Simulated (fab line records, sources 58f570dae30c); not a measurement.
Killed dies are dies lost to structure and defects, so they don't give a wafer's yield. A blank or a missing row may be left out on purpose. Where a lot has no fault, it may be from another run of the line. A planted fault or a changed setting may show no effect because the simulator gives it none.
What tool caused it? :: flow berkeleyCmos170 :: 14 lots, 42 wafers sampled, at 5 steps of a route of 331

WHAT EACH GAUGE READ, for each wafer
UCB170_START_THK_MEAS_03. Usual: START_OXIDE_THK 20.1 nm, standard deviation 0.37.
lot: L133
measured: day 1 11:57
on: filmMetro-03
START_OXIDE_THK (nm): 20.3 20.1 20.2
flag: 

lot: L134
measured: day 1 17:43
on: filmMetro-03
START_OXIDE_THK (nm): 20.4 19.9 20.3
flag: 

lot: L135
measured: day 1 21:42
on: filmMetro-01
START_OXIDE_THK (nm): 20.2 20.2 20.4
flag: 

lot: L136
measured: day 2 07:49
on: filmMetro-01
START_OXIDE_THK (nm): 20.7 20.5 20.4
flag: 

lot: L137
measured: day 2 07:49
on: filmMetro-03
START_OXIDE_THK (nm): 20.8 20.7 21.2
flag: 

lot: L138
measured: day 2 14:52
on: filmMetro-01
START_OXIDE_THK (nm): 20.3 20.0 20.4
flag: 

lot: L139
measured: day 2 21:47
on: filmMetro-01
START_OXIDE_THK (nm): 20.1 20.4 20.2
flag: 

lot: L142
measured: day 3 08:51
on: filmMetro-04
START_OXIDE_THK (nm): 19.8 20.1 19.8
flag: 

lot: L150
measured: day 5 02:46
on: filmMetro-04
START_OXIDE_THK (nm): 19.9 20.1 19.7
flag: 

lot: L151
measured: day 5 07:43
on: filmMetro-03
START_OXIDE_THK (nm): 19.8 19.9 19.9
flag: 

lot: L153
measured: day 5 19:07
on: filmMetro-03
START_OXIDE_THK (nm): 20.0 19.8 20.0
flag: 

lot: L154
measured: day 5 22:48
on: filmMetro-04
START_OXIDE_THK (nm): 19.8 19.6 19.5
flag: 

lot: L155
measured: day 6 03:04
on: filmMetro-03
START_OXIDE_THK (nm): 19.7 20.1 20.0
flag: 

lot: L156
measured: day 6 09:34
on: filmMetro-03
START_OXIDE_THK (nm): 19.9 19.7 19.7
flag: 

UCB170_NWELL_TW_MEAS_16. Usual: NWELL_TW 1257, standard deviation 11.
lot: L133
measured: day 2 01:26
on: filmMetro-03
NWELL_TW: 1263 1270 1266
flag: 

lot: L134
measured: day 2 06:43
on: filmMetro-03
NWELL_TW: 1268 1261 1264
flag: 

lot: L135
measured: day 2 15:42
on: filmMetro-02
NWELL_TW: 1237 1239 1235
flag: 

lot: L136
measured: day 3 02:13
on: filmMetro-02
NWELL_TW: 1242 1241 1245
flag: 

lot: L137
measured: day 3 02:27
on: filmMetro-04
NWELL_TW: 1265 1266 1254
flag: 

lot: L138
measured: day 3 10:22
on: filmMetro-04
NWELL_TW: 1264 1266 1262
flag: 

lot: L139
measured: day 3 16:58
on: filmMetro-02
NWELL_TW: 1076 1080 1077
flag: OFF

lot: L142
measured: day 4 01:16
on: filmMetro-02
NWELL_TW: 1074 1075 1071
flag: OFF

lot: L150
measured: day 5 21:27
on: filmMetro-03
NWELL_TW: 1265 1265 1264
flag: 

lot: L151
measured: day 5 21:47
on: filmMetro-02
NWELL_TW: 1240 1242 1243
flag: 

lot: L153
measured: day 6 12:13
on: filmMetro-03
NWELL_TW: 1253 1260 1257
flag: 

lot: L154
measured: day 6 18:26
on: filmMetro-03
NWELL_TW: 1258 1257 1260
flag: 

lot: L155
measured: day 6 22:54
on: filmMetro-02
NWELL_TW: 1237 1240 1239
flag: 

lot: L156
measured: day 7 05:46
on: filmMetro-02
NWELL_TW: 1246 1247 1245
flag: 

UCB170_PVT_OVL_MEAS_06. Usual: PVT_OVL -2 nm, standard deviation 5.2.
lot: L133
measured: day 5 05:32
on: overlay-01
PVT_OVL (nm): -2 5 -1
flag: 

lot: L134
measured: day 5 13:11
on: overlay-01
PVT_OVL (nm): -14 -12 -2
flag: 

lot: L135
measured: day 6 03:16
on: overlay-02
PVT_OVL (nm): -5 14 7
flag: 

lot: L136
measured: day 6 02:52
on: overlay-01
PVT_OVL (nm): -5 -5 -1
flag: 

lot: L137
measured: day 6 03:32
on: overlay-01
PVT_OVL (nm): -2 0 1
flag: 

lot: L138
measured: day 6 13:28
on: overlay-02
PVT_OVL (nm): -3 -7 0
flag: 

lot: L139
measured: day 6 22:43
on: overlay-02
PVT_OVL (nm): -5 -2 0
flag: 

lot: L142
measured: day 7 06:48
on: overlay-01
PVT_OVL (nm): 7 0 2
flag: 

lot: L150
measured: day 9 05:38
on: overlay-02
PVT_OVL (nm): -3 3 4
flag: 

lot: L151
measured: day 9 05:54
on: overlay-01
PVT_OVL (nm): -1 -6 -13
flag: 

lot: L153
measured: day 10 06:52
on: overlay-01
PVT_OVL (nm): 3 -8 -1
flag: 

lot: L154
measured: day 10 10:16
on: overlay-01
PVT_OVL (nm): -2 -1 -1
flag: 

lot: L155
measured: day 10 10:35
on: overlay-02
PVT_OVL (nm): 1 1 5
flag: 

lot: L156
measured: day 11 00:08
on: overlay-01
PVT_OVL (nm): 8 -1 5
flag: 

UCB170_CONTACT_THK_MEAS_02. Usual: CONTACT_PSG_THK 701 nm, standard deviation 7.
lot: L133
measured: day 6 09:01
on: filmMetro-02
CONTACT_PSG_THK (nm): 691 696 696
flag: 

lot: L134
measured: day 6 21:43
on: filmMetro-03
CONTACT_PSG_THK (nm): 700 704 706
flag: 

lot: L135
measured: day 7 10:16
on: filmMetro-01
CONTACT_PSG_THK (nm): 713 707 706
flag: 

lot: L136
measured: day 7 08:53
on: filmMetro-03
CONTACT_PSG_THK (nm): 700 693 703
flag: 

lot: L137
measured: day 7 10:15
on: filmMetro-03
CONTACT_PSG_THK (nm): 691 697 689
flag: 

lot: L138
measured: day 7 20:17
on: filmMetro-03
CONTACT_PSG_THK (nm): 707 702 701
flag: 

lot: L139
measured: day 8 09:23
on: filmMetro-03
CONTACT_PSG_THK (nm): 703 711 702
flag: 

lot: L142
measured: day 8 19:51
on: filmMetro-02
CONTACT_PSG_THK (nm): 698 703 708
flag: 

lot: L150
measured: day 10 13:44
on: filmMetro-02
CONTACT_PSG_THK (nm): 707 708 704
flag: 

lot: L151
measured: day 10 13:49
on: filmMetro-03
CONTACT_PSG_THK (nm): 711 712 717
flag: 

lot: L153
measured: day 11 12:41
on: filmMetro-01
CONTACT_PSG_THK (nm): 707 703 705
flag: 

lot: L154
measured: day 11 15:06
on: filmMetro-02
CONTACT_PSG_THK (nm): 690 689 691
flag: 

lot: L155
measured: day 11 15:07
on: filmMetro-01
CONTACT_PSG_THK (nm): 694 694 695
flag: 

lot: L156
measured: day 12 07:55
on: filmMetro-01
CONTACT_PSG_THK (nm): 698 693 695
flag: 

WHAT TOOL EACH LOT RAN ON (gives the tool, then ch and the chambers of the sampled wafers, and finally the start)
lot: L133
UCB170_NWELL_IMPLANT_14: implanter-01 ch 0, day 2 01:12

lot: L134
UCB170_NWELL_IMPLANT_14: implanter-01 ch 0, day 2 06:30

lot: L135
UCB170_NWELL_IMPLANT_14: implanter-02 ch 0, day 2 15:28

lot: L136
UCB170_NWELL_IMPLANT_14: implanter-01 ch 0, day 3 01:58

lot: L137
UCB170_NWELL_IMPLANT_14: implanter-01 ch 0, day 3 02:12

lot: L138
UCB170_NWELL_IMPLANT_14: implanter-03 ch 0, day 3 10:07

lot: L139
UCB170_NWELL_IMPLANT_14: implanter-01 ch 0, day 3 16:44

lot: L142
UCB170_NWELL_IMPLANT_14: implanter-01 ch 0, day 4 01:03

lot: L150
UCB170_NWELL_IMPLANT_14: implanter-03 ch 0, day 5 21:12

lot: L151
UCB170_NWELL_IMPLANT_14: implanter-02 ch 0, day 5 21:34

lot: L153
UCB170_NWELL_IMPLANT_14: implanter-03 ch 0, day 6 11:58

lot: L154
UCB170_NWELL_IMPLANT_14: implanter-03 ch 0, day 6 18:11

lot: L155
UCB170_NWELL_IMPLANT_14: implanter-03 ch 0, day 6 22:41

lot: L156
UCB170_NWELL_IMPLANT_14: implanter-03 ch 0, day 7 05:31
- UCB170_NWELL_IMPLANT_14

AS READ BY THE TOOLS THEMSELVES (means over the sampled wafers that have a number; for cases with no such wafer, the mark the record gives instead)
UCB170_NWELL_IMPLANT_14. Usual: doseIonsCm2 1e+13, standard deviation 1e+10; faradayCurrentUA 31.7, standard deviation 0.65.
lot: L133
tool: implanter-01
doseIonsCm2: 1e+13
faradayCurrentUA: 31.2
flag: 

lot: L134
tool: implanter-01
doseIonsCm2: 1e+13
faradayCurrentUA: 31.7
flag: 

lot: L135
tool: implanter-02
doseIonsCm2: 1e+13
faradayCurrentUA: 31.6
flag: 

lot: L136
tool: implanter-01
doseIonsCm2: 1e+13
faradayCurrentUA: 31.8
flag: 

lot: L137
tool: implanter-01
doseIonsCm2: 1e+13
faradayCurrentUA: 31.6
flag: 

lot: L138
tool: implanter-03
doseIonsCm2: 1e+13
faradayCurrentUA: 31.0
flag: 

lot: L139
tool: implanter-01
doseIonsCm2: 6e+12
faradayCurrentUA: 20.2
flag: OFF

lot: L142
tool: implanter-01
doseIonsCm2: 6e+12
faradayCurrentUA: 20.2
flag: OFF

lot: L150
tool: implanter-03
doseIonsCm2: 1e+13
faradayCurrentUA: 32.2
flag: 

lot: L151
tool: implanter-02
doseIonsCm2: 1e+13
faradayCurrentUA: 31.5
flag: 

lot: L153
tool: implanter-03
doseIonsCm2: 1e+13
faradayCurrentUA: 32.1
flag: 

lot: L154
tool: implanter-03
doseIonsCm2: 1e+13
faradayCurrentUA: 31.6
flag: 

lot: L155
tool: implanter-03
doseIonsCm2: 1e+13
faradayCurrentUA: 32.3
flag: 

lot: L156
tool: implanter-03
doseIonsCm2: 1e+13
faradayCurrentUA: 32.1
flag: 

THE ANSWER, worked out from the rows above alone
Rule: a lot counts as off when the mean over its wafers that have a number is more than 3 standard deviations away from the usual mean. Also off: a lot with no number at a reading for which 4 or more lots have one. Where the step has rows for the other lots, those lots are counted as sound. First the gauges in route order, then the tools' own readings, where a lot's mean is used as printed above. The first step at which some lot is off is used, and at that step the reading that is off furthest; a lot without a number counts as furthest.
Off: L139, L142, seen at UCB170_NWELL_TW_MEAS_16 (NWELL_TW).
If a tool, at a process step before that reading, ran all the lots that are off and no sound lot after the first of them, it fits. The gauges at UCB170_NWELL_TW_MEAS_16 aren't tried: what is off there is off at UCB170_NWELL_IMPLANT_14 too, on other tools, and a gauge's error can't cause that. One fits: implanter-01 at UCB170_NWELL_IMPLANT_14. Its last sound lot is L137 (day 3 02:12), its first lot that is off L139 (day 3 16:44): a fault that began between those two fits.
The tool's own readings at UCB170_NWELL_IMPLANT_14 bear it out: on the lots that are off they differ by more than 5 times the standard deviation of the sound lots' means. doseIonsCm2 reads 6e+12 there against 1e+13 on the sound lots; faradayCurrentUA reads 20.2 there against 31.7 on the sound lots.

WHAT WAS PUT IN BY THE SIMULATOR
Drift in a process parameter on implanter-01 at UCB170_NWELL_IMPLANT_14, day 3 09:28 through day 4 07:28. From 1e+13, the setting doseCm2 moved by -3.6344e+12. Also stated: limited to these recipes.
Struck lots among those shown: L139, L142. The same result came from the rule above.
